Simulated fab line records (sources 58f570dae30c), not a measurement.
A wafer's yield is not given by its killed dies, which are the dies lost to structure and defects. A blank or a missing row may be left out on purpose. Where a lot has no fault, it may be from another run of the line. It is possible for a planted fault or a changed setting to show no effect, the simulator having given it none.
A lot that was struck, set against a sound lot ; flow berkeley cmos170 ; 27 out of 331 route steps
Sound: the wafers L911.2, L911.4, L911.5. Wafers struck: L918.2, L918.4, L918.6. At the end, the cause is stated.
For every step that has rows: the tool of each side, followed by ch and its chambers, followed by its first start. Under that, the readings that differ: sound wafers ; struck wafers ; difference of the means ; sigmas: that difference in standard deviations of wafers without a fault.
alike: readings whose means differ by less than 2 such deviations, and words and numbers that are the same on both sides. not compared: withheld readings, readings that some wafer has no value for, bounds like >300 that may hide the same value, and numbers for which the record gives no deviation and whose values overlap.
Wherever a step has rows on one side only, a row that says differs or no value, or a row with sigmas, the two part there. When numbers do not overlap yet have no deviation, they are printed without sigmas and do not part them. A reading that every wafer of one side lacks parts them only if that side has two wafers or more.

first, 2 steps without rows for these wafers: UCB170_NWELL_PEB_10; UCB170_NWELL_DEVELOP_11 (develop time 45 s).
UCB170_NWELL_OVL_MEAS_12:
  struck on overlay-02, day 4 01:11; sound on overlay-02, day 2 14:49
  alike: NWELL_OVL
UCB170_NWELL_ETCH_13: etches Si3N4 in CH3F/Ar/O2, stops on SiO2, target depth 246.4 nm, time 154 s.
  sound on rie diel-02 ch 1,2,3, day 2 14:50; struck on rie diel-04 ch 1,2,3, day 4 01:13
  alike: O2_flow_sccm, drypump motor current A, oes product au, throttle valve pct
  not compared: rf hours counter h
following that, these wafers have no rows for 1 step: UCB170_NWELL_IMPLANT_14.
UCB170_NWELL_STRIP_15: strips in O2.
  sound on plasma asher-02 ch 1, day 2 15:05; struck on plasma asher-02 ch 0,1, day 4 01:29
  alike: drypump motor current A, oes product au, strip time to endpoint s
  not compared: rf hours counter h
UCB170_NWELL_TW_MEAS_16:
  struck on film metro-04, day 4 01:35; sound on film metro-04, day 2 15:20
  alike: NWELL_TW
then, 5 steps without rows for these wafers: UCB170_NWELL_CLEAN_17 (cleans in SPM, time 600 s); UCB170_NWELL_WET_ETCH_18 (etches Si3N4 in H3PO4, time 14400 s); UCB170_NWELL_WET_ETCH_19 (etches SiO2 in BOE, time 22 s); UCB170_PWELL_CLEAN_00 (cleans in SPM, time 600 s); UCB170_PWELL_CLEAN_01 (cleans in dHF, time 60 s).
UCB170_PWELL_OXIDATION_02: target thk 26.4 nm, ox time 1260 s.
  sound on furnace-01 ch 0, day 2 22:16; struck on furnace-03 ch 0, day 4 19:15
reading;sound;struck;difference;sigmas
tube_center_temp_C_max;1002.2 1002.1 1001.8;1002.9 1003.5 1003.0;+1.1;+3
  alike: spike tc source C, zone power source pct
UCB170_PWELL_THK_MEAS_03:
  struck on film metro-04, day 4 20:37; sound on film metro-02, day 2 23:38
reading;sound;struck;difference;sigmas
PWELL_OXIDE_THK (nm);25.9 26.1 26.1;39.2 39.5 39.7;+13.4;+23
then, 2 steps without rows for these wafers: UCB170_PWELL_ANNEAL_04 (time 900 s); UCB170_PWELL_CVD_05 (deposits Si3N4 from SiH2Cl2/NH3, target thk 220 nm, time 3300 s).
UCB170_PWELL_THK_MEAS_06:
  struck on film metro-02, day 5 02:49; sound on film metro-03, day 3 04:18
  alike: PWELL_NITRIDE_THK
then, 6 steps without rows for these wafers: UCB170_PWELL_HMDS_07 (prime time 60 s); UCB170_PWELL_COAT_08 (resist thk 900 nm); UCB170_PWELL_SOFTBAKE_09 (time 60 s); UCB170_PWELL_EXPOSE_10 (exposes mask PWELL, target cd 3000 nm); UCB170_PWELL_PEB_11; UCB170_PWELL_DEVELOP_12 (develop time 45 s).
UCB170_PWELL_OVL_MEAS_13:
  struck on overlay-02, day 5 03:52; sound on overlay-01, day 3 05:12
  alike: PWELL_OVL
UCB170_PWELL_ETCH_14: etches Si3N4 in CH3F/Ar/O2, stops on SiO2, target depth 242 nm, time 151 s.
  sound on rie diel-02 ch 0,3, day 3 05:14; struck on rie diel-04 ch 1,2, day 5 03:54
reading;sound;struck;difference;sigmas
model.SiO2_of_PWELL_OXIDATION_02.thk nm (nm);22.13 22.24 22.28;35.43 35.9 35.9;+13.53;
  alike: O2_flow_sccm, drypump motor current A, oes product au, throttle valve pct
  not compared: rf hours counter h
following that, these wafers have no rows for 1 step: UCB170_PWELL_IMPLANT_15.
UCB170_M3_PROBE_99:
  the record has rows for the sound wafers here (prober-01, day 7 12:59) and none for the struck ones

WHERE THEY PART
Earliest at UCB170_PWELL_OXIDATION_02; latest, in this record, at UCB170_M3_PROBE_99.

WHY: whatever the simulator had introduced
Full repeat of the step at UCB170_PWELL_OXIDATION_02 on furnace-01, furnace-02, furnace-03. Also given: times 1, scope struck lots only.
